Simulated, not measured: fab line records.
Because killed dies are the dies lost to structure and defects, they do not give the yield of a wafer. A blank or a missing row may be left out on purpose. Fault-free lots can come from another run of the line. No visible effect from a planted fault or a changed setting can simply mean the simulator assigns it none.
fab line records	flow berkeleyCmos170
[record] lots = 15	wafers = 45	lastDay = 11
route steps=331 shown PWELL@50 GATE@127 PLDD@152 CONTACT@231
lots that met no fault: taken from a fault-free run of the same line
startH: hours from the record's opening day to when the first of the lot's shown wafers began	waitH: how many hours have passed since the lot's step before this one	" identical to the entry in the row above	L1.1+2: a row that stands for several wafers	- either no value or no given start	* or withheld: withheld	< > ~ a bound
route shown NAME@n: a module of which the file shows steps, and the number in the route of the first	usual: mean/standard deviation taken from wafers without a fault	same: alike in all rows	chamber/n: place in a boat	sites: the reading at each site	_std_site: the values' standard deviation	_edge_site: inner sites' mean taken away from outer sites' mean	radiusMm: for every site, how far away it sits from the centre of the wafer	mask NAME#n: copy n	behind: the last tool/chamber to shape the wafer	hold: why the lot went on hold/how many hours it stayed there/how the hold came to an end	device: whichever transistor did not switch (one of n, p or np)	end of line: at the end of the route, the tests of the same wafers	a step given without rows: its recipe and nothing more	killed: at the first sort, the dies lost to defects and structure; wafer yield is something else	map: the dies of a wafer, with x for killed, . for not killed, _ for no die there
set.NAME: the setting the step ran with; set.NAME@STEP: the setting that earlier step ran with	model.NAME: the simulator's own value behind a step, which no gauge read
route steps across a sampled set of lots; one table per step, one row per wafer
services: the hour from which a tool's chamber was out of use, counted from the record's first day as startH (under 0 if before that day), plus the number of hours and why
[[steps]]
[step UCB170_PWELL_STRIP_16]
[recipe] chemistry = O2	powerW = 400	pressureMtorr = 3500	platenTempC = withheld	o2FlowSccm = 400	overashFraction = 0.5
[usual] drypumpMotorCurrentA = 5.7/0.36	oesProductAu = 0.721/0.0052	stripTimeToEndpointS = 18.10/0.11
lot.wafer	tool	chamber	startH	waitH	drypumpMotorCurrentA	oesProductAu	rfHoursCounterH	stripTimeToEndpointS
L409.1	plasmaAsher-02	1	47.36	0.1	6.0	0.721	32	17.99
L409.2	"	0	"	"	5.9	0.716	32	18.13
L409.6	"	1	"	"	6.0	0.717	-	18.13
L410.1	plasmaAsher-02	0	55.17	0.1	5.9	0.719	33	17.93
L410.2	"	1	"	"	6.0	0.718	33	18.03
L410.4	"	0	"	"	5.9	0.717	-	18.08
L411.1	plasmaAsher-02	1	62.37	0.1	6.0	0.724	34	18.07
L411.2	"	0	"	"	5.9	0.728	34	18.00
L411.3	"	0	"	"	5.9	0.714	-	18.22
L413.1	plasmaAsher-02	0	73.10	0.1	5.8	0.722	35	18.17
L413.4	"	1	"	"	6.1	0.724	-	18.28
L413.6	"	0	"	"	5.9	0.734	-	18.03
L414.3	plasmaAsher-03	1	79.02	0.1	5.1	0.723	-	18.12
L414.4	"	0	"	"	5.8	0.725	-	18.04
L414.6	"	0	"	"	5.8	0.730	-	18.16
L418.1	plasmaAsher-03	0	87.76	0.1	5.9	0.722	30	17.98
L418.2	"	1	"	"	5.2	0.736	30	17.97
L418.6	"	1	"	"	5.2	0.717	-	18.17
L416.2	plasmaAsher-02	1	87.93	0.1	6.0	0.727	37	17.96
L416.3	"	1	"	"	6.0	0.725	-	18.23
L416.6	"	1	"	"	6.0	0.725	-	17.92
L415.1	plasmaAsher-01	1	88.04	0.1	5.8	0.713	35	18.00
L415.5	"	0	"	"	5.0	0.734	-	18.10
L415.6	"	1	"	"	5.9	0.724	-	18.12
L419.1	plasmaAsher-01	1	96.71	0.1	5.8	0.728	36	18.04
L419.5	"	1	"	"	5.8	0.715	-	18.08
L419.6	"	0	"	"	5.0	0.723	-	18.27
L420.1	plasmaAsher-02	1	108.76	0.1	6.0	0.725	39	18.08
L420.5	"	0	"	"	5.9	0.727	-	17.97
L420.6	"	1	"	"	6.0	0.725	-	18.03
L421.2	plasmaAsher-02	0	109.04	0.1	5.9	0.712	39	18.05
L421.3	"	1	"	"	6.0	0.718	-	17.90
L421.5	"	0	"	"	5.9	0.714	-	18.06
L428.2	plasmaAsher-02	0	143.70	0.1	5.9	0.716	44	18.10
L428.3	"	0	"	"	5.9	0.716	-	18.12
L428.5	"	0	"	"	5.9	0.712	-	18.17
L427.2	plasmaAsher-02	0	147.34	0.1	5.9	0.716	44	18.00
L427.3	"	1	"	"	6.0	0.723	-	18.12
L427.4	"	0	"	"	5.9	0.720	-	18.20
L429.2	plasmaAsher-01	1	147.55	0.1	5.8	0.714	43	18.05
L429.4	"	1	"	"	5.9	0.716	-	18.22
L429.6	"	0	"	"	5.1	0.727	-	18.00
L432.1	plasmaAsher-02	1	162.65	0.1	6.0	0.719	46	18.19
L432.3	"	1	"	"	6.0	0.730	-	18.19
L432.4	"	0	"	"	5.9	0.720	-	18.26
[step UCB170_GATE_OXIDATION_01]
[recipe] tempC = 850	ambient = O2	targetThkA = 66	oxTimeS = 1800
[usual] spikeTcCentreC = 852.7/1.2	spikeTcLoadC = 874.8/2.9	spikeTcSourceC = 873.6/2.5	tubeCenterTempC = 850/0.074	tube_center_temp_C_max = 852.2/0.33	zonePowerCentrePct = 38.9/2	zonePowerLoadPct = 22.5/1.9	zonePowerSourcePct = 22.9/2.2
lot.wafer	tool	chamber	startH	waitH	spikeTcCentreC	spikeTcLoadC	spikeTcSourceC	tubeCenterTempC	tube_center_temp_C_max	zonePowerCentrePct	zonePowerLoadPct	zonePowerSourcePct
L409.1	furnace-04	0	109.45	2.8	851.6	874.6	876.5	850.08	852.2	37.3	23.7	24.7
L409.2	"	0	"	"	854.2	875.4	875.2	849.95	851.7	38.2	24.2	24.4
L409.6	"	0	"	"	853.2	876.7	875.6	850.06	852.0	37.8	23.6	24.7
L410.1	furnace-02	0	118.16	1.6	853.0	872.4	869.7	849.87	852.3	42.1	19.5	19.8
L410.2	"	0	"	"	851.5	871.6	870.2	850.02	852.4	41.9	19.1	19.9
L410.4	"	0	"	"	850.9	872.2	871.2	849.91	852.8	43.1	19.6	19.5
L411.1	furnace-04	0	126.23	3.0	851.9	877.4	877.4	850.02	852.9	37.2	23.5	24.6
L411.2	"	0	"	"	851.9	876.6	876.2	850.08	852.4	37.8	24.0	24.7
L411.3	"	0	"	"	853.0	876.4	876.0	850.16	852.0	37.3	23.6	24.2
L413.1	furnace-02	0	138.07	2.4	853.0	871.1	870.6	850.06	852.2	41.8	19.3	20.1
L413.4	"	0	"	"	848.9	871.7	869.6	849.96	851.9	43.0	19.2	19.9
L413.6	"	0	"	"	851.6	872.2	869.1	850.03	852.0	42.3	19.4	19.8
L414.3	furnace-02	0	138.07	1.4	851.9	871.9	869.3	850.03	851.8	42.0	19.3	19.4
L414.4	"	0	"	"	851.6	872.9	870.2	849.88	851.9	41.7	19.4	19.8
L414.6	"	0	"	"	851.6	872.2	869.5	849.95	852.2	42.7	19.3	19.9
L415.1	furnace-04	0	154.26	1.5	854.6	877.7	876.0	849.94	852.2	37.7	23.7	24.6
L415.5	"	0	"	"	856.0	875.8	875.6	849.92	851.8	37.9	23.9	24.4
L415.6	"	0	"	"	854.3	877.5	877.0	850.06	852.8	37.7	23.7	24.4
L416.2	furnace-04	0	154.26	0.9	853.6	877.0	875.4	850.09	852.4	37.4	23.6	23.8
L416.3	"	0	"	"	852.9	877.4	874.7	850.01	852.3	37.4	23.7	24.2
L416.6	"	0	"	"	854.2	877.7	873.7	849.9	852.1	37.8	24.0	24.3
L418.1	furnace-04	0	154.26	1.2	854.5	876.1	874.3	850.04	852.7	37.8	23.5	24.2
L418.2	"	0	"	"	852.3	877.2	873.3	850.02	852.8	37.6	23.7	24.2
L418.6	"	0	"	"	853.4	878.6	875.3	850.08	852.2	38.4	24.3	24.6
L419.1	furnace-04	0	162.80	2.3	729.1	750.0	749.8	725.16	727.0	31.8	17.2	17.1
L419.5	"	0	"	"	727.3	750.3	747.5	725.13	727.2	31.0	17.0	17.4
L419.6	"	0	"	"	727.9	749.2	749.1	725.23	727.2	31.6	16.7	17.5
L420.1	furnace-04	0	172.50	3.3	727.6	750.9	749.2	725.09	727.6	30.9	16.6	17.5
L420.5	"	0	"	"	727.7	753.3	747.8	725.03	727.7	31.3	17.1	17.7
L420.6	"	0	"	"	730.1	750.0	748.9	725.13	727.7	32.0	16.9	17.5
L421.2	furnace-04	0	172.50	3.7	726.9	749.6	749.9	725.17	727.2	31.6	16.9	17.5
L421.3	"	0	"	"	727.0	750.0	749.6	725.16	726.8	31.1	17.1	17.5
L421.5	"	0	"	"	726.5	749.9	749.1	725.24	727.3	31.4	16.8	17.8
L427.2	furnace-02	0	202.34	1.2	851.5	871.9	869.7	850.08	851.6	42.4	19.5	20.0
L427.3	"	0	"	"	851.4	870.2	869.1	849.98	852.1	42.7	19.7	19.8
L427.4	"	0	"	"	853.2	871.6	870.9	849.96	852.1	42.2	19.2	20.0
L428.2	furnace-02	0	202.34	1.7	854.4	872.0	870.4	850	851.7	43.3	19.5	20.0
L428.3	"	0	"	"	850.1	870.3	872.4	849.99	851.6	42.6	19.4	19.8
L428.5	"	0	"	"	851.9	870.8	868.9	850	852.1	42.3	19.3	19.7
L429.2	furnace-02	0	202.34	1.5	851.0	871.4	870.4	850.04	852.1	42.0	19.5	19.5
L429.4	"	0	"	"	852.9	871.8	868.9	850.01	852.3	41.9	19.2	20.0
L429.6	"	0	"	"	851.4	873.6	871.2	850.04	852.2	42.5	19.6	19.8
L432.1	furnace-03	0	225.14	0.5	853.0	869.2	870.6	850.03	853.1	38.0	21.6	20.3
L432.3	"	0	"	"	852.5	866.9	872.4	850.03	852.7	38.1	22.1	19.7
L432.4	"	0	"	"	854.8	870.2	870.6	850.06	852.6	38.1	22.2	20.2
[step UCB170_GATE_THK_MEAS_02]
[recipe] reads = SiO2_of_GATE_OXIDATION_01
[usual] GATE_OXIDE_THK = 6.51/0.13
lot.wafer	tool	chamber	startH	waitH	hold	GATE_OXIDE_THK[nm]
L409.1	filmMetro-04	-	110.95	0.0	-	6.44
L409.2	"	-	"	"	-	6.37
L409.6	"	-	"	"	-	6.22
L410.1	filmMetro-02	-	119.66	0.0	-	6.58
L410.2	"	-	"	"	-	6.64
L410.4	"	-	"	"	-	6.72
L411.1	filmMetro-02	-	127.73	0.0	-	6.35
L411.2	"	-	"	"	-	6.27
L411.3	"	-	"	"	-	6.50
L413.1	filmMetro-04	-	139.57	0.0	-	6.63
L413.4	"	-	"	"	-	6.57
L413.6	"	-	"	"	-	6.63
L414.3	filmMetro-03	-	139.59	0.0	-	6.72
L414.4	"	-	"	"	-	6.57
L414.6	"	-	"	"	-	6.60
L415.1	filmMetro-04	-	155.76	0.0	-	6.45
L415.5	"	-	"	"	-	6.54
L415.6	"	-	"	"	-	6.45
L418.1	filmMetro-02	-	155.76	0.0	-	6.57
L418.2	"	-	"	"	-	6.37
L418.6	"	-	"	"	-	6.43
L416.2	filmMetro-03	-	155.77	0.0	-	6.56
L416.3	"	-	"	"	-	6.37
L416.6	"	-	"	"	-	6.44
L419.1	filmMetro-03	-	164.30	0.0	awaitDispo/0.2h/release	0.89
L419.5	"	-	"	"	awaitDispo/0.2h/release	0.73
L419.6	"	-	"	"	awaitDispo/0.2h/release	0.80
L419.1	filmMetro-03	-	164.52	0.2	-	0.94
L419.5	"	-	"	"	-	0.80
L419.6	"	-	"	"	-	0.77
L420.1	filmMetro-03	-	174.00	0.0	awaitDispo/0.2h/release	0.88
L420.5	"	-	"	"	awaitDispo/0.2h/release	0.98
L420.6	"	-	"	"	awaitDispo/0.2h/release	1.00
L420.1	filmMetro-03	-	174.27	0.3	-	0.92
L420.5	"	-	"	"	-	0.98
L420.6	"	-	"	"	-	1.03
L421.2	filmMetro-02	-	174.01	0.0	awaitDispo/0.2h/release	0.90
L421.3	"	-	"	"	awaitDispo/0.2h/release	0.80
L421.5	"	-	"	"	awaitDispo/0.2h/release	1.03
L421.2	filmMetro-02	-	174.35	0.3	-	0.96
L421.3	"	-	"	"	-	0.88
L421.5	"	-	"	"	-	1.08
L427.2	filmMetro-02	-	203.85	0.0	-	6.62
L427.3	"	-	"	"	-	6.66
L427.4	"	-	"	"	-	6.63
L428.2	filmMetro-03	-	203.85	0.0	-	6.51
L428.3	"	-	"	"	-	6.66
L428.5	"	-	"	"	-	6.45
L429.2	filmMetro-04	-	203.85	0.0	-	6.54
L429.4	"	-	"	"	-	6.60
L429.6	"	-	"	"	-	6.61
L432.1	filmMetro-02	-	226.64	0.0	-	6.65
L432.3	"	-	"	"	-	6.68
L432.4	"	-	"	"	-	6.72
[step UCB170_PLDD_OVL_MEAS_07]
[usual] PLDD_OVL = -3/7.4
lot.wafer	tool	chamber	startH	waitH	PLDD_OVL[nm]
L409.1	overlay-02	-	121.76	0.1	3
L409.2	"	-	"	"	-4
L409.6	"	-	"	"	-7
L410.1	overlay-02	-	128.04	0.1	-14
L410.2	"	-	"	"	4
L410.4	"	-	"	"	-11
L411.1	overlay-02	-	136.63	0.1	4
L411.2	"	-	"	"	-8
L411.3	"	-	"	"	11
L413.1	overlay-01	-	149.61	0.1	-12
L413.4	"	-	"	"	-7
L413.6	"	-	"	"	-10
L414.3	overlay-02	-	149.87	0.1	5
L414.4	"	-	"	"	-10
L414.6	"	-	"	"	-8
L415.1	overlay-01	-	165.66	0.1	-15
L415.5	"	-	"	"	-7
L415.6	"	-	"	"	3
L416.2	overlay-02	-	166.09	0.1	-7
L416.3	"	-	"	"	-4
L416.6	"	-	"	"	-14
L418.1	overlay-01	-	166.30	0.1	5
L418.2	"	-	"	"	9
L418.6	"	-	"	"	4
L419.1	overlay-02	-	173.20	0.1	8
L419.5	"	-	"	"	9
L419.6	"	-	"	"	-2
L421.2	overlay-02	-	185.97	0.1	14
L421.3	"	-	"	"	-7
L421.5	"	-	"	"	2
L420.1	overlay-02	-	186.24	0.1	0
L420.5	"	-	"	"	6
L420.6	"	-	"	"	8
L429.2	overlay-01	-	211.59	0.1	-13
L429.4	"	-	"	"	-7
L429.6	"	-	"	"	-15
L428.2	overlay-01	-	211.68	0.1	-17
L428.3	"	-	"	"	-8
L428.5	"	-	"	"	-6
L427.2	overlay-01	-	211.79	0.1	1
L427.3	"	-	"	"	7
L427.4	"	-	"	"	-4
L432.1	overlay-02	-	234.78	0.1	2
L432.3	"	-	"	"	2
L432.4	"	-	"	"	6
[step UCB170_CONTACT_CD_MEAS_15]
[recipe] targetCdNm = 700
[usual] cdNm = 700.2/1.2
lot.wafer	tool	chamber	startH	waitH	cdNm
L409.1	cdSem-01	-	139.75	-	699.7
L409.2	"	-	"	"	698.9
L409.6	"	-	"	"	698.8
L410.1	cdSem-01	-	143.93	-	700.1
L410.2	"	-	"	"	700.6
L410.4	"	-	"	"	700.0
L411.1	cdSem-01	-	160.39	-	701.7
L411.2	"	-	"	"	701.5
L411.3	"	-	"	"	701.6
L413.1	cdSem-01	-	168.10	-	700.4
L413.4	"	-	"	"	701.2
L413.6	"	-	"	"	701.8
L414.3	cdSem-01	-	169.62	-	700.2
L414.4	"	-	"	"	700.3
L414.6	"	-	"	"	699.8
L415.1	cdSem-01	-	181.79	-	699.9
L415.5	"	-	"	"	699.7
L415.6	"	-	"	"	700.2
L416.2	cdSem-01	-	183.61	-	699.0
L416.3	"	-	"	"	700.6
L416.6	"	-	"	"	700.4
L418.1	cdSem-02	-	184.12	-	699.2
L418.2	"	-	"	"	698.5
L418.6	"	-	"	"	697.9
L419.1	cdSem-02	-	193.07	-	700.7
L419.5	"	-	"	"	699.9
L419.6	"	-	"	"	700.3
L420.1	cdSem-02	-	204.97	-	699.5
L420.5	"	-	"	"	698.3
L420.6	"	-	"	"	698.9
L421.2	cdSem-01	-	205.26	-	700.6
L421.3	"	-	"	"	699.4
L421.5	"	-	"	"	699.0
L429.2	cdSem-02	-	234.14	-	698.0
L429.4	"	-	"	"	699.4
L429.6	"	-	"	"	698.9
L427.2	cdSem-01	-	234.75	-	700.8
L427.3	"	-	"	"	700.4
L427.4	"	-	"	"	701.2
L428.2	cdSem-02	-	235.14	-	699.3
L428.3	"	-	"	"	700.3
L428.5	"	-	"	"	701.2
L432.1	cdSem-02	-	251.88	-	699.4
L432.3	"	-	"	"	699.9
L432.4	"	-	"	"	699.7
[[services]]
tool	chamber	startH	hours	kind
furnace-02	-	38.87	9.9	pm
plasmaAsher-01	-	42.69	9.5	repair
furnace-02	-	48.81	3.5	pm
furnace-03	-	51.09	3.0	pm
plasmaAsher-01	-	75.13	1.6	repair
plasmaAsher-02	-	88.82	5.4	repair
furnace-04	-	134.26	3.7	pm
plasmaAsher-03	-	159.38	0.9	repair
furnace-02	-	180.21	4.1	pm
furnace-03	-	184.08	3.0	pm
[[key]]
[firstSign] step = UCB170_GATE_OXIDATION_01	reading = tubeCenterTempC	direction = down	sigmas = 99+	usual = *	struck = *
[effect] step = UCB170_GATE_OXIDATION_01	reading = tube_center_temp_C_max	direction = down	sigmas = 99+	usual = *	struck = *
[effect] step = UCB170_GATE_THK_MEAS_02	reading = visit	direction = added
[effect] step = UCB170_GATE_THK_MEAS_02	reading = GATE_OXIDE_THK	direction = down	sigmas = 42	usual = 6.51	struck = 0.89
metAt UCB170_GATE_OXIDATION_01
struckLots L419,L420,L421
testerLeftOut L419,L420,L421
notActingAt UCB170_PWELL_STRIP_16,UCB170_PLDD_OVL_MEAS_07,UCB170_CONTACT_CD_MEAS_15
onsetBetween 154.26 162.80
[fault] kind = processParameterDrift	tool = furnace-04	chamber = -	onsetH = 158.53	steps = UCB170_GATE_OXIDATION_01	channel = tempC	offset = *	shape = step	endH = 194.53	actsIn = *	stated = *
// testerLeftOut: of these lots the tester's yield and bins aren't shown, on N5 and GAA mostly nor the transistor test; their killed dies are dies lost to structure and defects alone, not to doping, threshold or leakage, so they don't give the yield
